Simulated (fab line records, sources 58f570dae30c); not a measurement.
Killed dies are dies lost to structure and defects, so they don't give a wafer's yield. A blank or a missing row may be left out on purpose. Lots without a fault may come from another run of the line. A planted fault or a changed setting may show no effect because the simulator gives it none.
fab line records | flow berkeley_cmos170 | part 2 of 2: steps 25 to 36 of 36
record lots=5 wafers=15 last_day=13
route steps=331 shown START@5 ZERO@6 NWELL@14 PWELL@34
lots that met no fault: from a run of the same line without faults
start_h: hours from the record's first day to the start of the lot's first wafer shown | wait_h: hours since the lot's step before | " the same as in the row above | L1.1+2: a row that stands for several wafers | - no value, or no start given | * or withheld: withheld | < > ~ a bound
route shown NAME@n: a module of which the file shows steps, and the number in the route of the first | usual: mean/standard deviation of fault-free wafers | same: alike in all rows | chamber/n: place in a boat | sites: the reading at each site | _std_site: their standard deviation | _edge_site: outer sites' mean less inner sites' | radius_mm: how far each site lies from the wafer's centre | mask NAME#n: copy n | behind: the tool/chamber that last shaped the wafer | hold: why the lot was held/for how many hours/how that ended | device: the transistor (n, p or np) that didn't switch | end of line: the same wafers' tests at the end of the route | a step without rows: its recipe alone | killed: dies lost to structure and defects at the first sort, not the wafer's yield | map: a wafer's dies, x killed, . not, _ none there
set.NAME: the setting as run; set.NAME@STEP: as run at that earlier step | model.NAME: the simulator's own value behind a step, which no gauge read
lots at some steps of the route; a table a step, a row a wafer
services: from which hour (start_h, from the record's first day; less than 0 if before it) a tool's chamber was out of use, for how many hours, and why
## steps
# step UCB170_NWELL_STRIP_15
# recipe chemistry=O2 power_w=400 pressure_mtorr=3500 platen_temp_c=withheld o2_flow_sccm=400 overash_fraction=0.5
# usual drypump_motor_current_A=5.8/0.45 oes_product_au=0.721/0.0043 strip_time_to_endpoint_s=18.09/0.11
# columns lot.wafer tool chamber start_h wait_h drypump_motor_current_A oes_product_au rf_hours_counter_h strip_time_to_endpoint_s
L074.4 plasma_asher-04 0 37.03 0.1 5.8 0.720 - 18.12
L074.5 " 1 " " 6.1 0.726 - 17.97
L074.6 " 0 " " 5.8 0.717 - 18.09
L076.2 plasma_asher-03 1 46.75 0.1 5.8 0.723 31 18.14
L076.5 " 0 " " 5.1 0.720 - 18.06
L076.6 " 1 " " 5.8 0.726 - 18.06
L079.1 plasma_asher-03 1 61.56 0.1 5.8 0.726 33 18.04
L079.3 " 1 " " 5.8 0.718 - 18.01
L079.6 " 1 " " 5.8 0.726 - 17.95
L088.2 plasma_asher-03 1 108.43 0.1 5.8 0.730 38 18.10
L088.3 " 1 " " 5.8 0.717 - 18.17
L088.4 " 0 " " 5.1 0.721 - 18.16
L097.3 plasma_asher-03 1 153.81 0.1 5.8 0.728 - 18.22
L097.4 " 0 " " 5.1 0.718 - 17.86
L097.6 " 0 " " 5.1 0.714 - 18.27
# step UCB170_NWELL_TW_MEAS_16
# usual NWELL_TW=1241/14
# columns lot.wafer tool chamber start_h wait_h NWELL_TW
L074.4 film_metro-04 - 37.12 0.1 1220
L074.5 " - " " 1229
L074.6 " - " " 1228
L076.2 film_metro-01 - 46.86 0.1 1239
L076.5 " - " " 1241
L076.6 " - " " 1233
L079.1 film_metro-02 - 61.66 0.1 1267
L079.3 " - " " 1262
L079.6 " - " " 1263
L088.2 film_metro-02 - 108.54 0.1 1253
L088.3 " - " " 1260
L088.4 " - " " 1252
L097.3 film_metro-01 - 153.90 0.1 1230
L097.4 " - " " 1233
L097.6 " - " " 1228
# step UCB170_NWELL_CLEAN_17
# recipe chemistry=SPM temp_c=120 time_s=600
# columns lot.wafer tool chamber start_h wait_h
L074.4+5+6 wet_bench-03 1 37.15 0.0
L076.2+5+6 wet_bench-02 3 46.91 0.0
L079.1+3+6 wet_bench-04 1 61.75 0.1
L088.2+3+4 wet_bench-02 0 108.59 0.0
L097.3+4+6 wet_bench-03 3 153.95 0.0
# step UCB170_NWELL_WET_ETCH_18
# recipe chemistry=H3PO4 target=Si3N4 temp_c=160 time_s=14400
# columns lot.wafer tool chamber start_h wait_h
L074.4+5+6 wet_bench-03 1 37.33 0.0
L076.2+5+6 wet_bench-04 3 47.08 0.0
L079.1+3+6 wet_bench-04 2 61.94 0.0
L088.2+3+4 wet_bench-03 1 108.77 0.0
L097.3+4+6 wet_bench-03 0 154.12 0.0
# step UCB170_NWELL_WET_ETCH_19
# recipe chemistry=BOE dilution=5:1 target=SiO2 temp_c=25 time_s=22
# columns lot.wafer tool chamber start_h wait_h
L074.4+5+6 wet_bench-04 0 41.37 0.0
L076.2+5+6 wet_bench-04 3 51.68 0.6
L079.1+3+6 wet_bench-02 2 66.31 0.0
L088.2+3+4 wet_bench-03 0 112.78 0.0
L097.3+4+6 wet_bench-04 1 158.13 0.0
# step UCB170_PWELL_CLEAN_00
# recipe chemistry=SPM temp_c=120 time_s=600
# columns lot.wafer tool chamber start_h wait_h
L074.4+5+6 wet_bench-04 0 41.56 0.2
L076.2+5+6 wet_bench-02 2 52.31 0.6
L079.1+3+6 wet_bench-04 3 66.33 0.0
L088.2+3+4 wet_bench-03 2 112.79 0.0
L097.3+4+6 wet_bench-02 2 158.14 0.0
# step UCB170_PWELL_CLEAN_01
# recipe chemistry=dHF dilution=25:1 time_s=60
# columns lot.wafer tool chamber start_h wait_h
L074.4+5+6 wet_bench-03 3 41.75 0.0
L076.2+5+6 wet_bench-03 1 52.65 0.2
L079.1+3+6 wet_bench-03 1 66.50 0.0
L088.2+3+4 wet_bench-02 0 113.12 0.2
L097.3+4+6 wet_bench-04 0 158.32 0.0
# step UCB170_PWELL_OXIDATION_02
# recipe temp_c=1000 ambient=O2 target_thk_a=264 ox_time_s=1260
# usual spike_tc_source_C=1024.6/2.4 zone_power_source_pct=33.0/2.3
# same ox_time_s=1260
# columns lot.wafer tool chamber start_h wait_h spike_tc_source_C zone_power_source_pct
L074.4 furnace-04 0 46.41 4.6 1021.9 32.0
L074.5 " 0 " " 1022.8 32.8
L074.6 " 0 " " 1023.3 31.9
L076.2 furnace-04 0 55.76 3.1 1022.4 32.0
L076.5 " 0 " " 1023.4 32.4
L076.6 " 0 " " 1022.8 32.8
L079.1 furnace-01 0 71.15 4.6 1025.0 31.3
L079.3 " 0 " " 1027.9 32.1
L079.6 " 0 " " 1025.4 31.0
L088.2 furnace-04 0 117.78 4.6 1023.7 32.3
L088.3 " 0 " " 1023.9 31.9
L088.4 " 0 " " 1023.1 32.1
L097.3 furnace-01 0 161.95 3.6 1026.2 31.8
L097.4 " 0 " " 1024.3 31.3
L097.6 " 0 " " 1025.6 31.8
# step UCB170_PWELL_THK_MEAS_03
# recipe reads=SiO2_of_PWELL_OXIDATION_02
# usual PWELL_OXIDE_THK=26.4/0.45
# columns lot.wafer tool chamber start_h wait_h PWELL_OXIDE_THK[nm]
L074.4 film_metro-02 - 47.79 0.0 26.0
L074.5 " - " " 26.6
L074.6 " - " " 26.0
L076.2 film_metro-03 - 57.12 0.0 26.8
L076.5 " - " " 26.7
L076.6 " - " " 26.5
L079.1 film_metro-03 - 72.50 0.0 26.6
L079.3 " - " " 26.3
L079.6 " - " " 27.0
L088.2 film_metro-04 - 119.14 0.0 26.7
L088.3 " - " " 26.1
L088.4 " - " " 26.3
L097.3 film_metro-03 - 163.32 0.0 26.8
L097.4 " - " " 26.6
L097.6 " - " " 26.4
# step UCB170_PWELL_ANNEAL_04
# recipe temp_c=1000 time_s=900 ambient=N2
# usual spike_tc_source_C=1025/3.1 zone_power_source_pct=34.7/2.9
# columns lot.wafer tool chamber start_h wait_h spike_tc_source_C zone_power_source_pct
L074.4 furnace-04 0 51.76 4.0 1024 32.3
L074.5 " 0 " " 1022 32.9
L074.6 " 0 " " 1022 32.2
L076.2 furnace-04 0 63.98 6.8 1022 32.6
L076.5 " 0 " " 1023 32.5
L076.6 " 0 " " 1022 32.1
L079.1 furnace-02 0 75.13 2.6 1029 37.6
L079.3 " 0 " " 1029 37.8
L079.6 " 0 " " 1029 38.2
L088.2 furnace-04 0 123.50 4.3 1023 31.6
L088.3 " 0 " " 1024 32.1
L088.4 " 0 " " 1022 32.0
L097.3 furnace-01 0 166.30 3.0 1026 31.6
L097.4 " 0 " " 1024 31.7
L097.6 " 0 " " 1024 31.8
# step UCB170_PWELL_CVD_05
# recipe material=Si3N4 target_thk_nm=220 temp_c=800 precursor=SiH2Cl2/NH3 time_s=3300 pressure_mtorr=200 sih2cl2_flow_sccm=25 nh3_flow_sccm=75
# usual sih2cl2_flow_sccm=24.99/0.071 spike_tc_source_C=825.6/2.9 zone_power_source_pct=20.1/2.6
# columns lot.wafer tool chamber start_h wait_h sih2cl2_flow_sccm spike_tc_source_C zone_power_source_pct
L074.4 lpcvd-01 1 53.01 0.0 24.94 821.1 19.2
L074.5 " 1 " " 24.84 823.6 19.3
L074.6 " 1 " " 24.90 822.9 18.9
L076.2 lpcvd-02 1 65.23 0.0 24.99 827.4 17.3
L076.5 " 1 " " 25.03 829.2 17.6
L076.6 " 1 " " 25.23 828.0 17.6
L079.1 lpcvd-02 0 76.38 0.0 24.93 824.7 21.5
L079.3 " 0 " " 24.88 823.3 21.4
L079.6 " 0 " " 24.85 823.7 21.2
L088.2 lpcvd-02 0 124.75 0.0 25.02 825.8 21.1
L088.3 " 0 " " 24.94 823.5 21.3
L088.4 " 0 " " 25.05 825.5 21.2
L097.3 lpcvd-02 1 167.55 0.0 25.00 828.9 17.4
L097.4 " 1 " " 25.14 829.7 17.6
L097.6 " 1 " " 25.08 828.5 17.5
# step UCB170_PWELL_THK_MEAS_06
# recipe reads=Si3N4_of_PWELL_CVD_05
# usual PWELL_NITRIDE_THK=220.1/2
# columns lot.wafer tool chamber start_h wait_h PWELL_NITRIDE_THK[nm]
L074.4 film_metro-03 - 55.02 0.1 220.6
L074.5 " - " " 222.1
L074.6 " - " " 221.4
L076.2 film_metro-02 - 67.15 0.0 220.7
L076.5 " - " " 217.3
L076.6 " - " " 217.9
L079.1 film_metro-04 - 78.29 0.0 222.9
L079.3 " - " " 222.4
L079.6 " - " " 222.8
L088.2 film_metro-02 - 126.68 0.0 218.9
L088.3 " - " " 218.6
L088.4 " - " " 220.2
L097.3 film_metro-03 - 169.49 0.0 218.9
L097.4 " - " " 220.5
L097.6 " - " " 219.4
## services
# columns tool chamber start_h hours kind
rie_diel-01 0 0.60 9.0 repair
furnace-02 - 0.97 3.4 pm
krf_scanner-02 - 2.03 1.3 pm
furnace-02 - 4.40 3.5 pm
krf_scanner-02 - 8.29 0.8 pm
wet_bench-04 - 13.06 4.4 pm
krf_scanner-01 - 21.37 0.5 repair
rie_diel-01 2 29.74 22.9 repair
rie_diel-01 0 33.57 9.0 repair
rie_diel-01 3 40.76 11.1 repair
lpcvd-02 - 52.18 0.8 pm
furnace-01 - 55.79 3.1 pm
krf_scanner-01 - 57.41 1.0 pm
rie_diel-01 0 61.71 13.6 repair
krf_scanner-02 - 76.89 1.0 pm
krf_scanner-01 - 81.43 1.8 repair
rie_diel-01 0 85.00 5.0 repair
krf_scanner-01 - 88.01 4.4 pm
krf_scanner-02 - 92.14 0.4 repair
furnace-04 - 96.68 2.8 pm
krf_scanner-01 - 114.62 1.3 pm
rie_diel-01 2 144.93 3.5 repair
krf_scanner-02 - 148.36 0.3 repair
krf_scanner-01 - 150.67 0.8 pm
